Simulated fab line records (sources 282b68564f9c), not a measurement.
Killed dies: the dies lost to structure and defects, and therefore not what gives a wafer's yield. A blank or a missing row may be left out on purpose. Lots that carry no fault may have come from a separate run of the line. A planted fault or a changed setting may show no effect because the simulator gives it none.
One fault through the eyes of 2 desks	flow rit cmos	only its own numbers are on each desk; what lay behind them is given at the end

## FROM THE METROLOGY DESK
What the gauges read, lot by lot, whatever tool the lot ran on: means of the sampled wafers that have a number. A lot is out of limits, marked OUT, if its mean lies more than 4 standard deviations from the usual mean; the brackets give that distance.
Columns: A = GATE_OXIDE_THK at RIT_GATE_THK_MEAS_07, usual 3.01 nm; B = GATE_OVL at RIT_GATE_OVL_MEAS_17, usual -0.4 nm; C = PSD_TW at RIT_PSD_TW_MEAS_10, usual 3413; D = PSD_RS at RIT_SDANNEAL_RS_MEAS_04, usual 115.9 ohm/sq; E = cd nm at RIT_CONTACT_CD_MEAS_08, usual 1000.6 nm
lot	first seen here	A	B	C	D	E
L782	day 2 10:48	3.06	1.6	3423	116.2	1002.0
L783	day 2 17:34	3.12	-0.1	3405	115.9	999.6
L784	day 2 21:08	2.93	1.0	3438	115.9	1001.4
L787	day 3 10:28	3.01	-1.5	3428	116.1	998.9
L790	day 4 07:40	2.96	-2.1	3387	115.3	997.2
L791	day 4 10:16	2.93	-0.3	3127 (-8.4) OUT	138.1 (+67) OUT	1002.1
L792	day 4 12:52	3.00	-0.0	3133 (-8.2) OUT	138.0 (+67) OUT	999.2
L793	day 5 00:53	2.91	-0.6	3132 (-8.3) OUT	138.5 (+68) OUT	1002.9
L794	day 5 02:38	2.97	-1.2	3363	116.3	1001.8
L795	day 5 03:28	2.98	1.8	3362	115.9	1000.5
L797	day 5 15:17	3.07	0.0	3463	115.8	1005.5
L799	day 6 04:14	2.97	0.8	3372	115.6	996.4
L803	day 6 19:31	3.06	-1.3	3441	115.8	999.6
L804	day 7 00:35	3.02	-1.6	3388	115.8	1001.0
L805	day 7 04:22	2.98	0.9	3367	115.6	1000.7
Per this desk, out of limits: L791, L792, L793; the first was L791, day 5 00:53 (PSD_TW at RIT_PSD_TW_MEAS_10). L782, L783, L784, L787, L790, L794, L795, L797, L799, L803, L804, L805: within limits.

## THE TOOL OWNER'S DESK: implanter-02
The tool's own readings at RIT_PSD_IMPLANT_08, given as means over the sampled wafers that have a number, one for each lot that went through this tool. A lot is out of limits, marked OUT, if its mean lies more than 4 standard deviations from the usual mean; the brackets give that distance.
Columns: A = beam energy keV at RIT_PSD_IMPLANT_08, usual 27.000; B = dose ions cm2 at RIT_PSD_IMPLANT_08, usual 5.001e+15
lot	first seen here	A	B
L782	day 3 01:22	26.994	5.004e+15
L784	day 3 12:33	26.993	5.009e+15
L787	day 4 01:06	27.010	5.001e+15
L790	day 4 22:03	27.006	4.999e+15
L791	day 5 00:34	18.887 (-99 or more) OUT	4.999e+15
L792	day 5 05:13	18.900 (-99 or more) OUT	5.003e+15
L793	day 5 17:56	18.899 (-99 or more) OUT	5.002e+15
Finding of this desk: L791, L792, L793 out of limits; the first was L791 at day 5 00:34, on beam energy keV at RIT_PSD_IMPLANT_08. L782, L784, L787, L790: within limits.

## PUT TOGETHER
At day 5 00:34, on L791, L792, L793, the tool owner's desk was in a position to raise an alarm.
An alarm was possible from the metrology desk at day 5 00:53, on L791, L792, L793.
On implanter-02, each named lot ran RIT_PSD_IMPLANT_08.

## WHAT HAD BEEN PUT IN BY THE SIMULATOR
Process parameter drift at RIT_PSD_IMPLANT_08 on implanter-02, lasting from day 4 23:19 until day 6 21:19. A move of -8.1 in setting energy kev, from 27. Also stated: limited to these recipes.
Shown lots that were struck: L791, L792, L793.
Delay (hours) between the fault's onset and each desk's first out-of-limits reading: 1 at the tool owner's desk, 2 at the metrology desk.
